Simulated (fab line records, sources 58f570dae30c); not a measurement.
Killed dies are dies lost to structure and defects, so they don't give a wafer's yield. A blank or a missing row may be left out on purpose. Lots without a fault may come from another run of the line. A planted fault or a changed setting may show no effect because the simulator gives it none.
One fault seen from 2 desks | flow berkeley_cmos170 | each desk has only its own numbers; what lay behind them comes last

THE TOOL OWNER'S DESK: implanter-04
The tool's own readings at UCB170_PWELL_IMPLANT_15: means of the sampled wafers that have a number, for each lot that ran on this tool. A lot is out of limits, marked OUT, if its mean lies more than 4 standard deviations from the usual mean; the brackets give that distance.
Columns: A = beam_energy_keV at UCB170_PWELL_IMPLANT_15, usual 59.997; B = faraday_current_uA at UCB170_PWELL_IMPLANT_15, usual 15.9
lot  | first seen here | A                        | B
L589 | day 3 02:45     | 59.975                   | 15.9
L596 | day 4 18:18     | 59.994                   | 15.7
L598 | day 5 05:29     | 77.987 (+99 or more) OUT | 15.7
L601 | day 5 10:01     | 77.997 (+99 or more) OUT | 15.9
L600 | day 5 10:51     | 78.009 (+99 or more) OUT | 16.1
This desk's finding: out of limits on L598, L600, L601; first on L598, day 5 05:29 (beam_energy_keV at UCB170_PWELL_IMPLANT_15). In limits: L589, L596.

THE METROLOGY DESK
What the gauges read, lot by lot, whatever tool the lot ran on: means of the sampled wafers that have a number. A lot is out of limits, marked OUT, if its mean lies more than 4 standard deviations from the usual mean; the brackets give that distance.
Columns: A = PWELL_OXIDE_THK at UCB170_PWELL_THK_MEAS_03, usual 26.2 nm; B = PWELL_NITRIDE_THK at UCB170_PWELL_THK_MEAS_06, usual 219.7 nm; C = PWELL_OVL at UCB170_PWELL_OVL_MEAS_13, usual 0 nm
lot  | first seen here | A    | B     | C
L589 | day 2 17:32     | 27.0 | 222.0 | -8
L596 | day 4 11:43     | 26.4 | 221.7 | 4
L598 | day 4 20:53     | 26.2 | 219.0 | 6
L600 | day 5 03:04     | 27.0 | 219.2 | -3
L601 | day 5 03:04     | 26.3 | 219.2 | 5
L603 | day 5 13:16     | 27.0 | 219.1 | 1
L604 | day 5 18:33     | 27.0 | 219.9 | -9
This desk's finding: nothing out of limits on any of the 7 lots.

PUT TOGETHER
The tool owner's desk could have raised an alarm at day 5 05:29, on L598, L600, L601.
The metrology desk saw nothing out of limits.
The metrology desk has L598, L600, L601 on record, within its limits.
Of the lots named, all ran UCB170_PWELL_IMPLANT_15 on implanter-04.

WHAT THE SIMULATOR HAD PUT IN
Process parameter drift: implanter-04, from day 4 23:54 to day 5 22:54, at UCB170_PWELL_IMPLANT_15. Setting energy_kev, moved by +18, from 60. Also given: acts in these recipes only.
Lots struck among those shown: L598, L600, L601.
Hours from the fault's start to each desk's first reading out of limits: the tool owner's desk, 6.
